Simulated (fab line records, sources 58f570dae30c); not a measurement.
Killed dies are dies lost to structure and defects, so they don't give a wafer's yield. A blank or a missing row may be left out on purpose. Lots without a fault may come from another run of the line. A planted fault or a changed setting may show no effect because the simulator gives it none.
Problem report in the 8D (eight disciplines) form, filled by code | flow berkeley_cmos170 | the parts of the form that need people (team, actions taken, sign-off) are left out

1. THE PROBLEM
wafer_temp_C_max at UCB170_CONTACT_RTA_08 reads a mean of 923.5 on 6 wafers of 2 lots; wafers without a fault read 904.3 with a standard deviation of 0.91. That is +21 standard deviations from the usual mean.
The step: time 10 s.
First seen on wafer L490.1, day 12 17:37, on rtp_anneal-02. The record holds 18 wafers of 6 lots with a number at this step. Rule for "out", or "out of limits": more than 4 standard deviations from the usual mean. The other wafers with a number count as sound.

2. WHAT IT IS AND WHAT IT IS NOT
question                    | is                     | is not
which readings at this step | wafer_temp_C_max       | lamp_power_pct
which lots                  | L489, L490             | L469, L472, L477, L484
which wafers of those lots  | all that have a number | -
read on which tools         | rtp_anneal-02          | rtp_anneal-01
when                        | from day 12 17:37      | up to then (12 sound wafers)

3. SUSPECTS, AND WHAT RULES EACH OUT
Counting: a tool at a process step up to the reading stays a suspect if it ran every lot that is out and no sound lot after the first of them.
- rtp_anneal-02 at UCB170_CONTACT_RTA_08 (time 10 s): kept. It ran every lot that is out, first L490 (day 12 17:37), and no sound lot after that; its last sound lot up to then is L472 (day 8 22:10). Its own readings are out on those wafers: wafer_temp_C_max.
Left after counting: rtp_anneal-02 at UCB170_CONTACT_RTA_08.

4. THE CAUSE (what the simulator had put in)
Process parameter drift: rtp_anneal-02, from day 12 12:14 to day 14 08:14, at UCB170_CONTACT_RTA_08. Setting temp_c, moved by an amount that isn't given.
Counting left only this tool.

5. THE CHAIN OF EFFECTS, in route order
Each row: a reading whose mean over the struck wafers that have a number lies more than 3 standard deviations from the usual. Only readings for which the record gives a usual standard deviation are gone through. hours: the time from each lot's start at the first step in this table that gives one to its start at this step, as a median over the lots. sigmas: the change in usual standard deviations.
hours | step                  | reading          | usual | on struck wafers | change | sigmas
0     | UCB170_CONTACT_RTA_08 | wafer_temp_C_max | 904.3 | 923.5            | +19.2  | +21
The process steps in it:
- UCB170_CONTACT_RTA_08: time 10 s.

6. WHAT WOULD HAVE CAUGHT IT SOONER
In this record the first reading out of limits was taken at day 12 17:37, 5 hours after the fault began at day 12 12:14.
